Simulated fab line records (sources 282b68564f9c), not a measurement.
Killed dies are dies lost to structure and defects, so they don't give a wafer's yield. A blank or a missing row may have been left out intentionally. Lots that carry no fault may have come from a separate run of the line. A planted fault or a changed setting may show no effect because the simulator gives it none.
Split-lot trial ; flow rit_cmos ; 5 lots, 23 wafers read, on a route of 202 steps

ABOUT THE SPLIT
At RIT_FOX1_OXIDATION_00 (target thk 350.7 nm, ox time 1130 s), the setting temp_c was moved away from the recipe's 1100 C on 15 of the 23 wafers read, by -1.8% to -1.6%. For the rest of the wafers, this setting stayed at what the recipe calls for.

Split to reading: the file shows no intervening step.

THE READING
FOX1_OXIDE_THK at RIT_FOX1_THK_MEAS_01, in nm. On this fab line, fault-free wafers typically give 349 nm with a standard deviation of 5.2 nm.

wafer;tool, chamber at the split;temp_c as run, C;against the recipe;FOX1_OXIDE_THK, nm;against lot-mates on the recipe
L078.1;-, -;1100;recipe;352;-
L078.2;-, -;1100;recipe;350;-
L078.3;-, -;1100;recipe;353;-
L078.4;-, -;1100;recipe;357;-
L078.6;-, -;1100;recipe;349;-
L080.1;-, -;1081;-1.7%;318;no lot-mate on the recipe
L080.2;-, -;1081;-1.7%;318;no lot-mate on the recipe
L080.3;-, -;1081;-1.7%;310;no lot-mate on the recipe
L080.4;-, -;1081;-1.7%;320;no lot-mate on the recipe
L080.5;-, -;1081;-1.7%;312;no lot-mate on the recipe
L081.1;-, -;1082;-1.6%;325;no lot-mate on the recipe
L081.2;-, -;1082;-1.6%;319;no lot-mate on the recipe
L081.4;-, -;1082;-1.6%;326;no lot-mate on the recipe
L081.5;-, -;1082;-1.6%;321;no lot-mate on the recipe
L081.6;-, -;1082;-1.6%;319;no lot-mate on the recipe
L082.1;-, -;1080;-1.8%;323;no lot-mate on the recipe
L082.2;-, -;1080;-1.8%;322;no lot-mate on the recipe
L082.3;-, -;1080;-1.8%;318;no lot-mate on the recipe
L082.4;-, -;1080;-1.8%;313;no lot-mate on the recipe
L082.5;-, -;1080;-1.8%;318;no lot-mate on the recipe
L085.3;furnace-04, 0;1100;recipe;349;-
L085.5;furnace-04, 0;1100;recipe;349;-
L085.6;furnace-04, 0;1100;recipe;347;-

THE FIT
A straight line over all 23 wafers: FOX1_OXIDE_THK changes by +18.5 nm for each +1% of temp_c; r = +0.97; the points scatter about the line by 4 nm.
Too few moved wafers with a lot-mate on the recipe to fit a line net of each lot's own level.

THE WHOLE CHAIN: every reading that the file lists as answering this split, in the file's order
step;what it does;reading;change (the file's fit);r (the file's)
RIT_FOX1_OXIDATION_00;target thk 350.7 nm, ox time 1130 s;SiO2_of_FOX1_OXIDATION_00.thk_nm (the simulator's own value, which no gauge read);+18.6 nm for each +1% of the setting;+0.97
RIT_FOX1_THK_MEAS_01;;FOX1_OXIDE_THK;+18.6 for each +1% of the setting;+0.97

THE FILE'S OWN FIT
FOX1_OXIDE_THK changes by +18.6 nm for each +1% of temp_c, r = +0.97.
